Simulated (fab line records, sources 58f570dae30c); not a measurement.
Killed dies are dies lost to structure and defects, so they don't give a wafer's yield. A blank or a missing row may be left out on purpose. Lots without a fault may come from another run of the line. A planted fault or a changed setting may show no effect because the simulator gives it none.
Which tool did it? | flow berkeley_cmos170 | 14 lots, 42 wafers sampled, at 1 step of a route of 331

WHAT THE GAUGES READ, wafer by wafer
UCB170_GATE_CD_MEAS_12: target cd 350 nm.
lot  | measured     | on        | cd_nm (nm)
L790 | day 6 06:09  | cd_sem-02 | 351.6 349.5 348.0
L792 | day 6 18:13  | cd_sem-02 | 349.6 349.7 348.5
L793 | day 6 23:55  | cd_sem-01 | 347.8 349.1 346.6
L794 | day 7 06:59  | cd_sem-01 | 351.3 350.1 352.6
L799 | day 7 22:44  | cd_sem-01 | 351.0 349.6 349.3
L803 | day 8 20:43  | cd_sem-02 | 350.7 349.9 349.2
L804 | day 8 20:50  | cd_sem-01 | 349.6 349.1 350.6
L802 | day 8 21:02  | cd_sem-02 | 349.2 350.0 349.2
L805 | day 9 02:58  | cd_sem-01 | 348.7 348.5 349.5
L806 | day 9 19:29  | cd_sem-01 | 349.5 351.0 351.0
L808 | day 9 19:39  | cd_sem-02 | 350.6 351.3 352.0
L809 | day 10 00:33 | cd_sem-02 | 350.7 351.2 350.7
L810 | day 10 00:47 | cd_sem-01 | 349.9 350.0 351.3
L811 | day 10 14:00 | cd_sem-02 | 349.5 349.2 351.0

WHICH TOOL RAN EACH LOT (tool, then ch and the chambers of the sampled wafers, then the start)
The record holds no process step before these readings.

WHAT THE TOOLS THEMSELVES READ (means of the sampled wafers that have a number; where no wafer has one, the mark that the record gives instead)
The record holds no such reading with a usual standard deviation.

THE ANSWER, worked out from the rows above alone
Rule: what is usual is taken from the lots themselves. Put in order of their means at a reading, lots are off if they are a third of the lots or fewer, leave a main group of 4 or more, and stand apart from it by a gap of 3 or more times the standard deviation of the main group's means; of several such gaps the widest counts. A main group whose means are all the same, to the digits that the tables above print for the reading, isn't used. A lot without any number at a reading at which 4 lots or more have one is off too. The other lots that the step has rows for count as sound. The gauges are gone through in route order, then the tools' own readings, and for those a lot's mean is taken as printed above. The first step at which some lot is off is used, and at that step the reading that is off furthest; a lot without a number counts as furthest.
No lot is off at any reading shown: from this, nothing can be told.

WHAT THE SIMULATOR HAD PUT IN
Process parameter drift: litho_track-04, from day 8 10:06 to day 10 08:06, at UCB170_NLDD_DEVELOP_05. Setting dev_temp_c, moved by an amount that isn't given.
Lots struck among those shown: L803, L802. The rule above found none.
